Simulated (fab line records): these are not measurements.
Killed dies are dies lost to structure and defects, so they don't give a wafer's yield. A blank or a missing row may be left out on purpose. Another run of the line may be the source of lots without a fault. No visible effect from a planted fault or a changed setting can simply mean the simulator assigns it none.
Which tool was responsible? || flow berkeleyCmos170 || Sampling: 13 lots, 39 wafers, 3 of 331 route steps

== WHAT EACH GAUGE READ, for each wafer ==
UCB170_M2_CD_MEAS_90 targets a cd of 700 nm. Usual: cdNm at 699.6 nm, with a standard deviation of 2.6.
{"lot": "L868", "measured": "day 8 22:25", "on": "cdSem-02", "cdNm (nm)": "701.0 702.9 701.5", "flag": ""}
{"lot": "L866", "measured": "day 8 22:29", "on": "cdSem-01", "cdNm (nm)": "698.3 698.7 699.2", "flag": ""}
{"lot": "L867", "measured": "day 8 22:50", "on": "cdSem-02", "cdNm (nm)": "700.4 700.5 702.7", "flag": ""}
{"lot": "L869", "measured": "day 9 14:13", "on": "cdSem-01", "cdNm (nm)": "702.3 701.0 701.2", "flag": ""}
{"lot": "L871", "measured": "day 9 19:31", "on": "cdSem-01", "cdNm (nm)": "698.5 702.4 700.4", "flag": ""}
{"lot": "L875", "measured": "day 10 05:13", "on": "cdSem-01", "cdNm (nm)": "704.8 696.5 703.9", "flag": ""}
{"lot": "L879", "measured": "day 10 18:48", "on": "cdSem-02", "cdNm (nm)": "698.7 708.4 708.4", "flag": ""}
{"lot": "L881", "measured": "day 11 17:17", "on": "cdSem-02", "cdNm (nm)": "705.2 704.0 702.9", "flag": ""}
{"lot": "L883", "measured": "day 11 18:40", "on": "cdSem-02", "cdNm (nm)": "702.2 698.6 700.3", "flag": ""}
{"lot": "L882", "measured": "day 11 20:12", "on": "cdSem-02", "cdNm (nm)": "700.5 698.8 700.3", "flag": ""}
{"lot": "L887", "measured": "day 12 17:41", "on": "cdSem-01", "cdNm (nm)": "699.0 695.1 697.0", "flag": ""}
{"lot": "L889", "measured": "day 12 21:53", "on": "cdSem-01", "cdNm (nm)": "705.8 701.0 695.6", "flag": ""}
{"lot": "L888", "measured": "day 12 22:22", "on": "cdSem-02", "cdNm (nm)": "698.2 700.6 700.7", "flag": ""}

== TOOL THAT RAN EACH LOT (tool first, then ch and the chambers of the sampled wafers, then the start) ==
{"lot": "L868", "UCB170_M2_METAL_ETCH_18": "rieMetal-02 ch 0,1, day 8 22:05", "UCB170_M2_STRIP_19": "plasmaAsher-04 ch 0,1, day 8 22:16"}
{"lot": "L866", "UCB170_M2_METAL_ETCH_18": "rieMetal-01 ch 0,1, day 8 22:10", "UCB170_M2_STRIP_19": "plasmaAsher-02 ch 0,1, day 8 22:20"}
{"lot": "L867", "UCB170_M2_METAL_ETCH_18": "rieMetal-03 ch 1, day 8 22:22", "UCB170_M2_STRIP_19": "plasmaAsher-02 ch 0,1, day 8 22:44"}
{"lot": "L869", "UCB170_M2_METAL_ETCH_18": "rieMetal-02 ch 0,1, day 9 13:56", "UCB170_M2_STRIP_19": "plasmaAsher-04 ch 0,1, day 9 14:07"}
{"lot": "L871", "UCB170_M2_METAL_ETCH_18": "rieMetal-01 ch 0,1, day 9 19:13", "UCB170_M2_STRIP_19": "plasmaAsher-01 ch 0,1, day 9 19:23"}
{"lot": "L875", "UCB170_M2_METAL_ETCH_18": "rieMetal-03 ch 0,1, day 10 04:54", "UCB170_M2_STRIP_19": "plasmaAsher-01 ch 0,1, day 10 05:05"}
{"lot": "L879", "UCB170_M2_METAL_ETCH_18": "rieMetal-03 ch 0,1, day 10 18:31", "UCB170_M2_STRIP_19": "plasmaAsher-01 ch 0,1, day 10 18:42"}
{"lot": "L881", "UCB170_M2_METAL_ETCH_18": "rieMetal-02 ch 0,1, day 11 17:00", "UCB170_M2_STRIP_19": "plasmaAsher-02 ch 0,1, day 11 17:11"}
{"lot": "L883", "UCB170_M2_METAL_ETCH_18": "rieMetal-01 ch 0,1, day 11 18:22", "UCB170_M2_STRIP_19": "plasmaAsher-04 ch 0,1, day 11 18:33"}
{"lot": "L882", "UCB170_M2_METAL_ETCH_18": "rieMetal-02 ch 0,1, day 11 19:55", "UCB170_M2_STRIP_19": "plasmaAsher-01 ch 0,1, day 11 20:06"}
{"lot": "L887", "UCB170_M2_METAL_ETCH_18": "rieMetal-02 ch 0,1, day 12 17:23", "UCB170_M2_STRIP_19": "plasmaAsher-02 ch 0,1, day 12 17:35"}
{"lot": "L889", "UCB170_M2_METAL_ETCH_18": "rieMetal-01 ch 0,1, day 12 21:34", "UCB170_M2_STRIP_19": "plasmaAsher-02 ch 0,1, day 12 21:46"}
{"lot": "L888", "UCB170_M2_METAL_ETCH_18": "rieMetal-02 ch 0, day 12 22:04", "UCB170_M2_STRIP_19": "plasmaAsher-04 ch 0,1, day 12 22:15"}
- UCB170_M2_METAL_ETCH_18: etches Al in Cl2/BCl3, stops on SiO2, target depth 1170 nm, time 195 s.
- UCB170_M2_STRIP_19: strips in O2.

== AS READ BY THE TOOLS THEMSELVES (means over the sampled wafers that have a number; for cases with no such wafer, the mark the record gives instead) ==
UCB170_M2_METAL_ETCH_18. Usual: drypumpMotorCurrentA 5.5 A, standard deviation 0.61; oesProductAu 0.854 a.u., standard deviation 0.013; throttleValvePct 24.49 %, standard deviation 0.12.
{"lot": "L868", "tool": "rieMetal-02", "drypumpMotorCurrentA (A)": 5.8, "oesProductAu (a.u.)": 0.854, "throttleValvePct (%)": 24.49, "flag": ""}
{"lot": "L866", "tool": "rieMetal-01", "drypumpMotorCurrentA (A)": 5.8, "oesProductAu (a.u.)": 0.854, "throttleValvePct (%)": 24.54, "flag": ""}
{"lot": "L867", "tool": "rieMetal-03", "drypumpMotorCurrentA (A)": 5.6, "oesProductAu (a.u.)": 0.864, "throttleValvePct (%)": 24.51, "flag": ""}
{"lot": "L869", "tool": "rieMetal-02", "drypumpMotorCurrentA (A)": 5.4, "oesProductAu (a.u.)": 0.866, "throttleValvePct (%)": 24.57, "flag": ""}
{"lot": "L871", "tool": "rieMetal-01", "drypumpMotorCurrentA (A)": 5.9, "oesProductAu (a.u.)": 0.857, "throttleValvePct (%)": 24.55, "flag": ""}
{"lot": "L875", "tool": "rieMetal-03", "drypumpMotorCurrentA (A)": 5.3, "oesProductAu (a.u.)": 0.851, "throttleValvePct (%)": 24.46, "flag": ""}
{"lot": "L879", "tool": "rieMetal-03", "drypumpMotorCurrentA (A)": 5.2, "oesProductAu (a.u.)": 0.844, "throttleValvePct (%)": 24.47, "flag": ""}
{"lot": "L881", "tool": "rieMetal-02", "drypumpMotorCurrentA (A)": 5.8, "oesProductAu (a.u.)": 0.859, "throttleValvePct (%)": 24.50, "flag": ""}
{"lot": "L883", "tool": "rieMetal-01", "drypumpMotorCurrentA (A)": 5.6, "oesProductAu (a.u.)": 0.858, "throttleValvePct (%)": 24.43, "flag": ""}
{"lot": "L882", "tool": "rieMetal-02", "drypumpMotorCurrentA (A)": 5.8, "oesProductAu (a.u.)": 0.859, "throttleValvePct (%)": 24.49, "flag": ""}
{"lot": "L887", "tool": "rieMetal-02", "drypumpMotorCurrentA (A)": 5.8, "oesProductAu (a.u.)": 0.863, "throttleValvePct (%)": 24.49, "flag": ""}
{"lot": "L889", "tool": "rieMetal-01", "drypumpMotorCurrentA (A)": 5.6, "oesProductAu (a.u.)": 0.843, "throttleValvePct (%)": 24.43, "flag": ""}
{"lot": "L888", "tool": "rieMetal-02", "drypumpMotorCurrentA (A)": 4.9, "oesProductAu (a.u.)": 0.861, "throttleValvePct (%)": 24.65, "flag": ""}

UCB170_M2_STRIP_19. Usual: drypumpMotorCurrentA 5.6 A, standard deviation 0.38; o2FlowSccm 399.8 sccm, standard deviation 1.2; oesProductAu 0.543 a.u., standard deviation 0.013.
{"lot": "L868", "tool": "plasmaAsher-04", "drypumpMotorCurrentA (A)": 6.2, "o2FlowSccm (sccm)": 400.1, "oesProductAu (a.u.)": 0.526, "flag": ""}
{"lot": "L866", "tool": "plasmaAsher-02", "drypumpMotorCurrentA (A)": 5.5, "o2FlowSccm (sccm)": 398.8, "oesProductAu (a.u.)": 0.554, "flag": ""}
{"lot": "L867", "tool": "plasmaAsher-02", "drypumpMotorCurrentA (A)": 5.7, "o2FlowSccm (sccm)": 400.0, "oesProductAu (a.u.)": 0.556, "flag": ""}
{"lot": "L869", "tool": "plasmaAsher-04", "drypumpMotorCurrentA (A)": 6.2, "o2FlowSccm (sccm)": 400.8, "oesProductAu (a.u.)": 0.534, "flag": ""}
{"lot": "L871", "tool": "plasmaAsher-01", "drypumpMotorCurrentA (A)": 5.5, "o2FlowSccm (sccm)": 398.4, "oesProductAu (a.u.)": 0.553, "flag": ""}
{"lot": "L875", "tool": "plasmaAsher-01", "drypumpMotorCurrentA (A)": 5.4, "o2FlowSccm (sccm)": 399.0, "oesProductAu (a.u.)": 0.637, "flag": "OFF"}
{"lot": "L879", "tool": "plasmaAsher-01", "drypumpMotorCurrentA (A)": 5.4, "o2FlowSccm (sccm)": 401.0, "oesProductAu (a.u.)": 0.640, "flag": "OFF"}
{"lot": "L881", "tool": "plasmaAsher-02", "drypumpMotorCurrentA (A)": 5.7, "o2FlowSccm (sccm)": 400.3, "oesProductAu (a.u.)": 0.521, "flag": ""}
{"lot": "L883", "tool": "plasmaAsher-04", "drypumpMotorCurrentA (A)": 5.9, "o2FlowSccm (sccm)": 399.9, "oesProductAu (a.u.)": 0.550, "flag": ""}
{"lot": "L882", "tool": "plasmaAsher-01", "drypumpMotorCurrentA (A)": 5.4, "o2FlowSccm (sccm)": 399.4, "oesProductAu (a.u.)": 0.527, "flag": ""}
{"lot": "L887", "tool": "plasmaAsher-02", "drypumpMotorCurrentA (A)": 5.7, "o2FlowSccm (sccm)": 400.1, "oesProductAu (a.u.)": 0.530, "flag": ""}
{"lot": "L889", "tool": "plasmaAsher-02", "drypumpMotorCurrentA (A)": 5.7, "o2FlowSccm (sccm)": 398.8, "oesProductAu (a.u.)": 0.555, "flag": ""}
{"lot": "L888", "tool": "plasmaAsher-04", "drypumpMotorCurrentA (A)": 6.2, "o2FlowSccm (sccm)": 398.5, "oesProductAu (a.u.)": 0.553, "flag": ""}

== THE ANSWER, worked out from the rows above alone ==
Rule: a lot is off if the mean of its wafers that have a number lies more than 3 standard deviations from the usual mean. A lot without any number at a reading at which 4 lots or more have one is off too. All remaining lots with rows at the step are treated as sound. Order of review: gauges by route order, followed by the tools' own readings, for which a lot's mean as printed above is used. At the first step where some lot is off, the reading lying furthest off is the one used; lots without a number count as furthest.
Off: L875, L879 (UCB170_M2_STRIP_19, oesProductAu).
A tool fits if, at that step or a process step before it, it ran every lot that is off, and no sound lot after the first of them. One fits: UCB170_M2_METAL_ETCH_18 on rieMetal-03. Its last sound lot is L867 (day 8 22:22), its first lot that is off L875 (day 10 04:54): a fault that began between those two fits.

== WHAT THE SIMULATOR HAD PUT IN ==
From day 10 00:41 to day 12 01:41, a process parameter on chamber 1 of rieMetal-03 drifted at UCB170_M2_METAL_ETCH_18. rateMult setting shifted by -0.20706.
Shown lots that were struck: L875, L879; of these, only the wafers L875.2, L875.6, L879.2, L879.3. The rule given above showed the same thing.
